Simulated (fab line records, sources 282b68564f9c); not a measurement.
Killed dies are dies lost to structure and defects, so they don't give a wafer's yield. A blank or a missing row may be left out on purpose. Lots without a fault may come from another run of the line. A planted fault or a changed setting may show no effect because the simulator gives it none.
Which tool did it? | flow rit_cmos | 6 lots, 18 wafers sampled, at 2 steps of a route of 202

WHAT THE GAUGES READ, wafer by wafer
RIT_M1_CD_MEAS_90: target cd 2600 nm.
lot  | measured    | on        | cd_nm (nm)
L127 | day 4 02:43 | cd_sem-02 | 2599.8 2599.6 2597.7
L129 | day 4 12:10 | cd_sem-02 | 2596.6 2597.3 2596.3
L131 | day 4 21:52 | cd_sem-02 | 2597.6 2599.8 2599.4
L140 | day 6 10:50 | cd_sem-01 | 2597.9 2590.1 2598.4
L144 | day 7 05:43 | cd_sem-01 | 2604.0 2604.0 2602.2
L147 | day 8 01:44 | cd_sem-02 | 2601.2 2602.1 2601.1

WHICH TOOL RAN EACH LOT (tool, then ch and the chambers of the sampled wafers, then the start)
lot  | RIT_M1_METAL_ETCH_12
L127 | rie_metal-03 ch 1, day 4 02:08
L129 | rie_metal-02 ch 0,1, day 4 11:39
L131 | rie_metal-01 ch 0,1, day 4 21:20
L140 | rie_metal-03 ch 0,1, day 6 10:19
L144 | rie_metal-01 ch 0,1, day 7 05:11
L147 | rie_metal-02 ch 0,1, day 8 01:14
- RIT_M1_METAL_ETCH_12: etches Al in Cl2/BCl3, stops on SiO2, time 165 s, target depth 600 nm.

THE ANSWER, worked out from the rows above alone
Rule: what is usual is taken from the lots themselves. Put in order of their means at a reading, lots are off if they are a third of the lots or fewer, leave a main group of 4 or more, and stand apart from it by a gap of 3 or more times the standard deviation of the main group's means; of several such gaps the widest counts. A main group whose means are all the same, to the digits that the tables above print for the reading, isn't used. A lot without any number at a reading at which 4 lots or more have one is off too. The other lots that the step has rows for count as sound.
No lot is off at any reading shown: from this, nothing can be told.

WHAT THE SIMULATOR HAD PUT IN
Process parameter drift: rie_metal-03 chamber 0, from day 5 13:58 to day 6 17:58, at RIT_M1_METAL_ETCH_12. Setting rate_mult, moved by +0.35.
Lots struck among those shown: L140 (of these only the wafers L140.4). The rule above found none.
